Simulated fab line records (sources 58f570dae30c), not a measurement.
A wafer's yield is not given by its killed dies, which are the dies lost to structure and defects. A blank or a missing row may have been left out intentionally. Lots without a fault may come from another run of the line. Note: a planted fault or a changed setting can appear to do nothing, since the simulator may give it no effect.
Matching of chambers    flow berkeley cmos170    UCB170_V1_CMP_02 on cmp-01 has 4 sister chambers
The step polishes SiO2. 8 wafers are shown with their chamber, then 8 later ones without.

== WAFERS, EACH WITH ITS CHAMBER ==
wafer   chamber  motor current A (A)  slurry filter dp kPa (kPa)
L159.5  3        16.9                 13.89
L161.3  1        14.9                 13.40
L162.2  1        13.9                 13.44
L162.4  0        16.0                 13.39
L163.1  3        16.8                 13.68
L163.2  2        13.9                 13.33
L163.4  0        17.1                 13.45
L175.1  2        14.7                 13.41

== WAFERS MISSING THEIR CHAMBER ==
wafer   motor current A (A)  slurry filter dp kPa (kPa)
L175.2  14.4                 13.62
L175.5  14.5                 13.43
L176.1  14.4                 13.75
L176.2  14.6                 13.48
L176.6  16.6                 13.41
L181.1  16.0                 13.54
L181.4  17.4                 13.44
L181.5  15.5                 13.56

== THE CHAMBER EACH PASSED THROUGH ==
wafer   from the rows above                in truth
L175.2  can't be placed: 1 or 2 or 0       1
L175.5  can't be placed: 1 or 2            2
L176.1  can't be placed: 1 or 3 or 2 or 0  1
L176.2  can't be placed: 1 or 2            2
L176.6  0                                  0
L181.1  can't be placed: 0 or 1 or 3 or 2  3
L181.4  0                                  0
L181.5  can't be placed: 0 or 1 or 2 or 3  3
Correct placement for 2 of the 8. Unplaceable from these rows: 6, with the true chamber sitting among the candidates in 6. 0 placed wrongly.
How it was worked out, from the rows above alone: a wafer's distance from a chamber is the root of the sum, over the readings, of the square of ((its reading less the chamber's mean) divided by the reading's scatter). The wafer belongs to the nearest chamber; if the next one is less than 2 further off, it can't be placed. A chamber's mean is the mean of its shown wafers. The scatter: the root of (the sum of the squares of (reading less its chamber's mean) over the shown wafers, divided by (wafers less chambers)).
